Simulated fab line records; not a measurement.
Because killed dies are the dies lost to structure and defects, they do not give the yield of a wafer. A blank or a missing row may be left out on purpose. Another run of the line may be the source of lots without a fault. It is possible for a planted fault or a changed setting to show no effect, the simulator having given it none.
Which of the tools did it? | flow berkeley-cmos170 | 15 lots with 45 wafers sampled at 2 steps, on a route of 331 steps

WHAT THE GAUGES READ, wafer by wafer
UCB170_M1_CD_MEAS_09 targets a cd of 700 nm.
lot  | measured     | on        | cd-nm (nm)
L309 | day 7 12:59  | cd-sem-01 | 697.7 698.9 699.5
L310 | day 7 13:12  | cd-sem-01 | 699.5 699.4 700.3
L312 | day 7 17:57  | cd-sem-01 | 701.3 699.5 700.5
L311 | day 7 19:44  | cd-sem-01 | 701.3 700.6 700.7
L313 | day 8 09:52  | cd-sem-02 | 703.3 702.8 702.0
L314 | day 8 10:05  | cd-sem-02 | 703.6 702.9 703.1
L316 | day 8 18:57  | cd-sem-01 | 698.8 699.0 699.3
L315 | day 8 20:28  | cd-sem-01 | 698.9 697.4 699.8
L317 | day 8 23:52  | cd-sem-01 | 662.7 662.6 660.9
L321 | day 10 00:09 | cd-sem-02 | 670.3 670.1 668.7
L322 | day 10 05:51 | cd-sem-01 | 672.5 672.9 670.5
L323 | day 10 18:17 | cd-sem-01 | 699.1 698.6 698.2
L326 | day 11 08:43 | cd-sem-01 | 701.9 701.2 701.6
L327 | day 11 09:05 | cd-sem-02 | 700.0 698.5 699.2
L330 | day 11 20:57 | cd-sem-01 | 700.0 700.6 699.9

TOOL THAT RAN EACH LOT (tool first, then ch and the chambers of the sampled wafers, then the start)
lot  | UCB170_M1_EXPOSE_06
L309 | krf-scanner-02 ch 0, day 7 12:20
L310 | krf-scanner-02 ch 0, day 7 12:26
L312 | krf-scanner-01 ch 0, day 7 17:34
L311 | krf-scanner-01 ch 0, day 7 19:20
L313 | krf-scanner-02 ch 0, day 8 08:40
L314 | krf-scanner-01 ch 0, day 8 09:11
L316 | krf-scanner-02 ch 0, day 8 18:34
L315 | krf-scanner-02 ch 0, day 8 20:01
L317 | krf-scanner-02 ch 0, day 8 23:28
L321 | krf-scanner-02 ch 0, day 9 23:46
L322 | krf-scanner-02 ch 0, day 10 05:04
L323 | krf-scanner-01 ch 0, day 10 17:47
L326 | krf-scanner-01 ch 0, day 11 07:55
L327 | krf-scanner-01 ch 0, day 11 08:30
L330 | krf-scanner-01 ch 0, day 11 20:34
- UCB170_M1_EXPOSE_06: exposes mask METAL1, target cd 700 nm.

AS READ BY THE TOOLS THEMSELVES (means over the sampled wafers that have a number; for cases with no such wafer, the mark the record gives instead)
UCB170_M1_EXPOSE_06.
lot  | tool           | exposure-dose-mJ-cm2
L309 | krf-scanner-02 | 20.971
L310 | krf-scanner-02 | 20.988
L312 | krf-scanner-01 | 20.927
L311 | krf-scanner-01 | 20.977
L313 | krf-scanner-02 | 20.968
L314 | krf-scanner-01 | 20.948
L316 | krf-scanner-02 | 20.986
L315 | krf-scanner-02 | 20.999
L317 | krf-scanner-02 | 26.203
L321 | krf-scanner-02 | 25.177
L322 | krf-scanner-02 | 24.336
L323 | krf-scanner-01 | 20.989
L326 | krf-scanner-01 | 20.986
L327 | krf-scanner-01 | 20.993
L330 | krf-scanner-01 | 20.984

THE ANSWER, worked out from the rows above alone
Rule: the lots themselves supply what counts as usual. The widest of any qualifying gaps counts: lots, ordered by their means at a reading, are off when they make up no more than a third of the lots, leave a main group of 4 or more, and stand apart from it by 3 or more times the standard deviation of that group's means. A main group whose means are all the same, to the digits that the tables above print for the reading, isn't used. Also off: a lot with no number at a reading for which 4 or more lots have one. The other lots that the step has rows for count as sound. First the gauges in route order, then the tools' own readings, where a lot's mean is used as printed above. At the first step where some lot is off, the reading lying furthest off is the one used; lots without a number count as furthest.
Off: L317, L321, L322, at UCB170_M1_CD_MEAS_09 (cd-nm). Main group: mean 700.2 nm, sd 1.5.
If a tool, at a process step before that reading, ran all the lots that are off and no sound lot after the first of them, it fits. The gauges at UCB170_M1_CD_MEAS_09 aren't tried: what is off there is off at UCB170_M1_EXPOSE_06 too, on other tools, and a gauge's error can't cause that. One fits: UCB170_M1_EXPOSE_06 on krf-scanner-02. A fault onset in the window from L315 (day 8 20:01, its last sound lot) to L317 (day 8 23:28, its first lot off) fits.
On the lots that are off, the tool's own readings at UCB170_M1_EXPOSE_06 differ by more than 5 times the standard deviation of the sound lots' means, which bears it out; exposure-dose-mJ-cm2 reads 25.239 there versus 20.976 on the sound lots.

WHAT HAD BEEN PUT IN BY THE SIMULATOR
Process parameter drift: krf-scanner-02, from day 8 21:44 on, at UCB170_M1_EXPOSE_06. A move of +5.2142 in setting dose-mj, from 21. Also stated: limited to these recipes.
Shown lots that were struck: L317, L321, L322. Same finding as the rule above.
